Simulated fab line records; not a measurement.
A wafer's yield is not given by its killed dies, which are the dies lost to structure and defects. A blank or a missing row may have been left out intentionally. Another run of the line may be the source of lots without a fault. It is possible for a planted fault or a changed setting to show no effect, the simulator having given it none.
Commonality check across tools / flow ritCmos / Sampled: 13 lots, 39 wafers

REASON IT WAS OPENED
RIT_ACTIVE_THK_MEAS_04, reading ACTIVE_NITRIDE_THK: flagged on 1 of 13 lots. No-fault wafers: 150.3 nm, standard deviation 1.4.
Rule: a lot is flagged when every wafer of it that has a number lies more than 4 standard deviations from that mean, or none has a number. All remaining lots are regarded as sound.

lot=L224; measured=day 1 13:38; on=filmMetro-01; ACTIVE_NITRIDE_THK (nm), wafer by wafer=152.3 151.5 152.3; flag=
lot=L226; measured=day 1 23:32; on=filmMetro-01; ACTIVE_NITRIDE_THK (nm), wafer by wafer=150.2 151.8 151.1; flag=
lot=L227; measured=day 2 04:34; on=filmMetro-03; ACTIVE_NITRIDE_THK (nm), wafer by wafer=148.5 147.6 148.6; flag=
lot=L228; measured=day 2 09:33; on=filmMetro-02; ACTIVE_NITRIDE_THK (nm), wafer by wafer=150.6 148.3 149.1; flag=
lot=L229; measured=day 2 14:32; on=filmMetro-02; ACTIVE_NITRIDE_THK (nm), wafer by wafer=154.3 152.8 152.6; flag=
lot=L230; measured=day 2 19:32; on=filmMetro-02; ACTIVE_NITRIDE_THK (nm), wafer by wafer=148.3 148.4 148.8; flag=
lot=L231; measured=day 3 00:37; on=filmMetro-03; ACTIVE_NITRIDE_THK (nm), wafer by wafer=150.9 150.2 150.1; flag=
lot=L236; measured=day 4 01:32; on=filmMetro-02; ACTIVE_NITRIDE_THK (nm), wafer by wafer=151.3 152.2 151.2; flag=
lot=L241; measured=day 5 02:32; on=filmMetro-02; ACTIVE_NITRIDE_THK (nm), wafer by wafer=170.0 169.7 171.0; flag=FLAGGED
lot=L242; measured=day 5 07:32; on=filmMetro-02; ACTIVE_NITRIDE_THK (nm), wafer by wafer=151.6 150.3 151.8; flag=
lot=L243; measured=day 5 12:32; on=filmMetro-01; ACTIVE_NITRIDE_THK (nm), wafer by wafer=149.3 149.6 149.7; flag=
lot=L245; measured=day 5 22:32; on=filmMetro-02; ACTIVE_NITRIDE_THK (nm), wafer by wafer=151.2 151.0 150.8; flag=
lot=L247; measured=day 6 08:32; on=filmMetro-03; ACTIVE_NITRIDE_THK (nm), wafer by wafer=151.0 153.0 151.4; flag=
The numbers of the flagged lots are 170.2 nm on average: +19.9 nm against the usual, or +14 standard deviations.

EACH LOT AND THE TOOL IT RAN ON
The record keeps 1 process step preceding the reading, out of 202 steps on the route. Read each cell as the tool, then ch plus the chambers that the sampled wafers visited, then the start.
lot=L224; flag=; RIT_ACTIVE_CVD_03=lpcvd-02 ch 0, day 1 12:14
lot=L226; flag=; RIT_ACTIVE_CVD_03=lpcvd-02 ch 0, day 1 22:07
lot=L227; flag=; RIT_ACTIVE_CVD_03=lpcvd-02 ch 0, day 2 03:07
lot=L228; flag=; RIT_ACTIVE_CVD_03=lpcvd-01 ch 0, day 2 08:07
lot=L229; flag=; RIT_ACTIVE_CVD_03=lpcvd-02 ch 1, day 2 13:07
lot=L230; flag=; RIT_ACTIVE_CVD_03=lpcvd-02 ch 1, day 2 18:07
lot=L231; flag=; RIT_ACTIVE_CVD_03=lpcvd-02 ch 0, day 2 23:10
lot=L236; flag=; RIT_ACTIVE_CVD_03=lpcvd-01 ch 1, day 4 00:07
lot=L241; flag=FLAGGED; RIT_ACTIVE_CVD_03=lpcvd-02 ch 0, day 5 01:07
lot=L242; flag=; RIT_ACTIVE_CVD_03=lpcvd-01 ch 0, day 5 06:07
lot=L243; flag=; RIT_ACTIVE_CVD_03=lpcvd-02 ch 1, day 5 11:07
lot=L245; flag=; RIT_ACTIVE_CVD_03=lpcvd-01 ch 1, day 5 21:07
lot=L247; flag=; RIT_ACTIVE_CVD_03=lpcvd-01 ch 1, day 6 07:07
What the steps here do:
- RIT_ACTIVE_CVD_03: deposits Si3N4 from SiH2Cl2/NH3, target thk 150 nm, time 1500 s.
- RIT_ACTIVE_THK_MEAS_04

FLAGGED AGAINST TOTAL, ONE TOOL AT A TIME (gauges that did the reading follow at the end)
step=RIT_ACTIVE_CVD_03; tool=lpcvd-01; lots run=5; flagged=0; share of the flagged lots=none; sound lots run after its first flagged lot=-
step=RIT_ACTIVE_CVD_03; tool=lpcvd-02; lots run=8; flagged=1; share of the flagged lots=all; sound lots run after its first flagged lot=1 (L243)
step=RIT_ACTIVE_THK_MEAS_04; tool=filmMetro-01; lots run=3; flagged=0; share of the flagged lots=none; sound lots run after its first flagged lot=-
step=RIT_ACTIVE_THK_MEAS_04; tool=filmMetro-02; lots run=7; flagged=1; share of the flagged lots=all; sound lots run after its first flagged lot=2 (L242,L245)
step=RIT_ACTIVE_THK_MEAS_04; tool=filmMetro-03; lots run=3; flagged=0; share of the flagged lots=none; sound lots run after its first flagged lot=-

WHAT THE TABLE ALLOWS
2 rows of the table ran every flagged lot: lpcvd-02 at RIT_ACTIVE_CVD_03, filmMetro-02 at RIT_ACTIVE_THK_MEAS_04.
- lpcvd-02 at RIT_ACTIVE_CVD_03: 1 of its 8 lots flagged. After the first flagged lot (L243), sound lots still ran on it; a lasting fault on the whole tool would not permit that. Its own readings (nh3FlowSccm) fall more than 4 standard deviations out on all wafers of the flagged lots.
- filmMetro-02 at RIT_ACTIVE_THK_MEAS_04: 1 of its 7 lots flagged. After the first flagged lot (L242, L245), sound lots still ran on it; a lasting fault on the whole tool would not permit that.
None of the table's rows ran every flagged lot and, after the first, no sound lot.

WHAT WAS PUT IN BY THE SIMULATOR
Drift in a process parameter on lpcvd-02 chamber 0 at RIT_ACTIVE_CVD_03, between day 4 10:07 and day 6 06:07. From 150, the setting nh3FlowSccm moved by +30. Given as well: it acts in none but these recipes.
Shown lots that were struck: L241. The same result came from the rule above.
